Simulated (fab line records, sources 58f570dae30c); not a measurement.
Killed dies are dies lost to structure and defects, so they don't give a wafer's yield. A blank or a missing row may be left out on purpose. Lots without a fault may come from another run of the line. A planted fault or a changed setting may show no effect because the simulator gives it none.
Chamber matching | flow berkeley_cmos170 | UCB170_V2_CMP_02 on cmp-02: 4 sister chambers
The step polishes SiO2. 4 wafers are shown with their chamber, then 9 later ones without.

WAFERS WITH THEIR CHAMBER
wafer  | chamber | motor_current_A (A)
L691.6 | 3       | 14.2
L698.3 | 0       | 13.9
L700.2 | 2       | 14.5
L700.6 | 1       | 14.9

WAFERS WITHOUT THEIR CHAMBER
wafer  | motor_current_A (A)
L703.1 | 14.3
L703.2 | 13.9
L703.5 | 15.7
L706.1 | 15.7
L706.2 | 14.5
L706.5 | 14.9
L709.1 | 13.8
L709.2 | 14.4
L709.3 | 14.9

WHICH CHAMBER EACH WENT THROUGH
wafer  | from the rows above               | in truth
L703.1 | can't be placed: 3 or 2 or 0 or 1 | 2
L703.2 | can't be placed: 0 or 3 or 2      | 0
L703.5 | can't be placed: 1 or 2 or 3      | 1
L706.1 | can't be placed: 1 or 2 or 3      | 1
L706.2 | can't be placed: 2 or 3 or 1 or 0 | 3
L706.5 | can't be placed: 1 or 2 or 3      | 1
L709.1 | can't be placed: 0 or 3 or 2      | 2
L709.2 | can't be placed: 2 or 3 or 0 or 1 | 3
L709.3 | can't be placed: 1 or 2 or 3      | 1
Placed correctly: 0 of 9. Can't be placed from these rows: 9 (the true chamber is among the candidates in 9). Placed wrongly: 0.
How it was worked out, from the rows above alone: a wafer's distance from a chamber is the root of the sum, over the readings, of the square of ((its reading less the chamber's mean) divided by the reading's scatter). The wafer belongs to the nearest chamber; if the next one is less than 2 further off, it can't be placed. A chamber's mean is the mean of its shown wafers. The scatter: with one shown wafer a chamber, the root of the mean of the squares of how far each hidden wafer lies from its nearest shown one.
